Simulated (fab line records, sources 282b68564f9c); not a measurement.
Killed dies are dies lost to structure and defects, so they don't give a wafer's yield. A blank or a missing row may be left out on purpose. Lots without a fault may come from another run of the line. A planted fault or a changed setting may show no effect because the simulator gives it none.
fab line records | flow rit_cmos
record lots=14 wafers=42 last_day=7
route steps=202 shown NWELL@29 PWELL@49 M1@202
lots that met no fault: from a run of the same line without faults
start_h: hours from the record's first day to the start of the lot's first wafer shown | wait_h: hours since the lot's step before | " the same as in the row above | L1.1+2: a row that stands for several wafers | - no value, or no start given | * or withheld: withheld | < > ~ a bound
route shown NAME@n: a module of which the file shows steps, and the number in the route of the first | usual: mean/standard deviation of fault-free wafers | same: alike in all rows | chamber/n: place in a boat | sites: the reading at each site | _std_site: their standard deviation | _edge_site: outer sites' mean less inner sites' | radius_mm: how far each site lies from the wafer's centre | mask NAME#n: copy n | behind: the tool/chamber that last shaped the wafer | hold: why the lot was held/for how many hours/how that ended | device: the transistor (n, p or np) that didn't switch | end of line: the same wafers' tests at the end of the route | a step without rows: its recipe alone | killed: dies lost to structure and defects at the first sort, not the wafer's yield | map: a wafer's dies, x killed, . not, _ none there
set.NAME: the setting as run; set.NAME@STEP: as run at that earlier step | model.NAME: the simulator's own value behind a step, which no gauge read
steps of the route over a sample of lots; a table a step, a row a wafer
## steps
# step RIT_NWELL_COAT_01
# recipe resist=NOVOLAK spin_rpm=2000 resist_thk_nm=1300
# usual chill_plate_temp_C=22.98/0.13 dispense_pressure_kPa=47.4/0.49
# columns lot.wafer tool chamber start_h wait_h chill_plate_temp_C dispense_pressure_kPa
L249.1 litho_track-02 0 26.52 0.1 23.02 48.0
L249.3 " 0 " " 23.05 48.0
L249.4 " 0 " " 23.14 48.0
L250.2 litho_track-02 0 29.83 0.1 22.87 48.0
L250.4 " 0 " " 23.07 48.0
L250.6 " 0 " " 23.00 48.0
L252.2 litho_track-03 0 41.05 0.1 22.84 46.8
L252.4 " 0 " " 22.85 46.8
L252.6 " 0 " " 22.88 46.8
L253.1 litho_track-04 0 49.73 0.1 22.86 47.4
L253.2 " 0 " " 23.02 47.3
L253.5 " 0 " " 23.08 47.3
L256.2 litho_track-04 - 60.23 0.1 - -
L256.3 " - " " - -
L256.6 " - " " - -
L257.3 litho_track-02 - 67.25 0.1 - -
L257.4 " - " " - -
L257.6 " - " " - -
L262.3 litho_track-04 0 91.50 0.1 22.76 47.3
L262.5 " 0 " " 23.01 47.3
L262.6 " 0 " " 22.79 47.3
L263.1 litho_track-04 0 96.02 0.1 22.89 47.3
L263.5 " 0 " " 23.00 47.3
L263.6 " 0 " " 22.98 47.3
L264.3 litho_track-03 0 100.01 0.1 22.82 46.8
L264.4 " 0 " " 22.93 46.8
L264.5 " 0 " " 23.02 46.7
L265.1 litho_track-02 0 105.06 0.1 22.99 48.0
L265.2 " 0 " " 22.81 48.0
L265.6 " 0 " " 22.88 48.0
L267.1 litho_track-02 0 116.64 0.1 23.28 47.9
L267.4 " 0 " " 23.16 48.0
L267.6 " 0 " " 23.02 48.0
L268.1 litho_track-04 0 122.12 0.1 23.04 47.3
L268.5 " 0 " " 23.19 47.3
L268.6 " 0 " " 23.14 47.3
L269.2 litho_track-03 0 125.11 0.1 23.09 46.8
L269.3 " 0 " " 23.21 46.8
L269.4 " 0 " " 23.13 46.7
L270.2 litho_track-03 0 130.49 0.1 23.19 46.8
L270.4 " 0 " " 23.14 46.8
L270.5 " 0 " " 23.14 46.8
# step RIT_NWELL_OVL_MEAS_06
# usual NWELL_OVL=-0.8/1.2
# columns lot.wafer tool chamber start_h wait_h NWELL_OVL[nm]
L249.1 overlay-01 - 27.38 - 1.5
L249.3 " - " " 1.9
L249.4 " - " " 0.2
L250.2 overlay-01 - 30.67 - -0.5
L250.4 " - " " 2.3
L250.6 " - " " 0.3
L252.2 overlay-02 - 41.89 - -2.6
L252.4 " - " " -1.5
L252.6 " - " " -2.1
L253.1 overlay-01 - 50.46 - 0.1
L253.2 " - " " -1.7
L253.5 " - " " -0.8
L256.2 overlay-01 - 60.94 - -
L256.3 " - " " -
L256.6 " - " " -
L257.3 overlay-01 - 68.06 - -
L257.4 " - " " -
L257.6 " - " " -
L262.3 overlay-01 - 92.31 - -0.4
L262.5 " - " " 1.1
L262.6 " - " " -1.6
L263.1 overlay-01 - 96.91 - -0.7
L263.5 " - " " -0.8
L263.6 " - " " 0.0
L264.3 overlay-02 - 100.71 - -0.1
L264.4 " - " " -1.1
L264.5 " - " " -1.0
L265.1 overlay-02 - 105.91 - -2.3
L265.2 " - " " -2.7
L265.6 " - " " -1.1
L267.1 overlay-01 - 117.50 - -1.5
L267.4 " - " " -1.2
L267.6 " - " " -0.8
L268.1 overlay-02 - 122.98 - -0.6
L268.5 " - " " -0.3
L268.6 " - " " -1.5
L269.2 overlay-02 - 125.94 - -1.6
L269.3 " - " " -0.4
L269.4 " - " " -0.5
L270.2 overlay-02 - 131.32 - 0.0
L270.4 " - " " -0.1
L270.5 " - " " -1.0
# step RIT_PWELL_TW_MEAS_10
# usual PWELL_TW=946/9.8
# columns lot.wafer tool chamber start_h wait_h PWELL_TW
L249.1 film_metro-02 - 29.65 0.1 950
L249.3 " - " " 952
L249.4 " - " " 947
L250.2 film_metro-02 - 32.84 0.1 951
L250.4 " - " " 947
L250.6 " - " " 952
L252.2 film_metro-02 - 44.18 0.1 952
L252.4 " - " " 954
L252.6 " - " " 950
L253.1 film_metro-04 - 52.65 0.1 959
L253.2 " - " " 955
L253.5 " - " " 956
L256.2 film_metro-02 - 63.23 0.1 2198
L256.3 " - " " 2180
L256.6 " - " " 2184
L257.3 film_metro-04 - 70.23 0.1 2218
L257.4 " - " " 2229
L257.6 " - " " 2218
L262.3 film_metro-02 - 94.61 0.1 942
L262.5 " - " " 945
L262.6 " - " " 943
L263.1 film_metro-02 - 99.08 0.1 940
L263.5 " - " " 947
L263.6 " - " " 947
L264.3 film_metro-04 - 103.00 0.1 959
L264.4 " - " " 958
L264.5 " - " " 951
L265.1 film_metro-01 - 108.29 0.1 934
L265.2 " - " " 940
L265.6 " - " " 931
L267.1 film_metro-02 - 119.66 0.1 946
L267.4 " - " " 947
L267.6 " - " " 945
L268.1 film_metro-01 - 125.43 0.1 934
L268.5 " - " " 931
L268.6 " - " " 931
L269.2 film_metro-01 - 128.51 0.1 932
L269.3 " - " " 927
L269.4 " - " " 932
L270.2 film_metro-02 - 133.61 0.1 947
L270.4 " - " " 942
L270.5 " - " " 943
# step RIT_M1_PROBE_99
# usual killed_at_contacts=0.0/0.2 killed_at_front_end=6.6/2.9 killed_dies=6.6/3 killed_on_rim=1.7/1.4 killed_open=3.4/2 killed_short=3.2/2
# same gross_dies=264 killed_at_M0_to_M3=0 killed_at_M4_up=0 killed_at_back_side=0 killed_at_other=0
# columns lot.wafer tool chamber start_h wait_h killed_at_contacts killed_at_front_end killed_dies killed_on_rim killed_open killed_short
L256.2 prober-02 - 99.50 0.1 0 264 264 70 4 2
L256.3 prober-02 - 99.55 0.2 0 264 264 70 3 2
L256.6 prober-02 - 99.70 0.2 0 264 264 70 3 5
L257.3 prober-01 - 107.05 0.2 0 264 264 70 6 4
L257.4 prober-01 - 107.10 0.2 0 264 264 70 3 3
L257.6 prober-01 - 107.20 0.2 0 264 264 70 2 1
# killed by level:class
L256.2 NWELL:area_expose=258 GATE:geometric_particle:open=2 FOX2:geometric_particle:open=1 GATE:geometric_particle:short=1 SPACER:geometric_particle:open=1 SILICIDE:geometric_particle:short=1
L256.3 NWELL:area_expose=259 GATE:geometric_particle:open=3 GATE:geometric_particle:short=1 REOX:geometric_particle:short=1
L256.6 NWELL:area_expose=256 FOX1:geometric_particle:short=2 FOX2:geometric_particle:open=1 FOX2:geometric_particle:short=1 GATE:geometric_particle:short=1 GATE:geometric_particle:open=1 SILICIDE:geometric_particle:open=1 SILICIDE:geometric_particle:short=1
L257.3 NWELL:area_expose=254 GATE:geometric_particle:open=4 GATE:geometric_particle:short=3 REOX:geometric_particle:open=1 SPACER:geometric_particle:open=1 SILICIDE:geometric_particle:short=1
L257.4 NWELL:area_expose=258 GATE:geometric_particle:open=2 GATE:geometric_particle:short=2 REOX:geometric_particle:open=1 SILICIDE:geometric_particle:short=1
L257.6 NWELL:area_expose=261 FOX2:geometric_particle:open=2 SILICIDE:geometric_particle:short=1
## key
first_sign step=RIT_NWELL_COAT_01 reading=tool_record direction=missing
effect step=RIT_NWELL_OVL_MEAS_06 reading=NWELL_OVL direction=missing
effect step=RIT_PWELL_TW_MEAS_10 reading=PWELL_TW direction=up sigmas=99+ usual=946 struck=2204
effect step=RIT_M1_PROBE_99 reading=killed_at_front_end direction=up sigmas=88 usual=6.6 struck=264
more_kills_born_at RIT_NWELL_EXPOSE_03@iline_stepper-01=773 RIT_NWELL_EXPOSE_03@iline_stepper-02=773
met_at RIT_NWELL_COAT_01
struck_lots L256,L257
tester_left_out L256,L257
onset_between 49.73 60.23
fault kind=skipped_step_whole tool=litho_track-02,litho_track-04 chamber=- onset_h=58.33 steps=RIT_NWELL_COAT_01 scope=struck_lots_only
# tester_left_out: of these lots the tester's yield and bins aren't shown, on N5 and GAA mostly nor the transistor test; their killed dies are dies lost to structure and defects alone, not to doping, threshold or leakage, so they don't give the yield
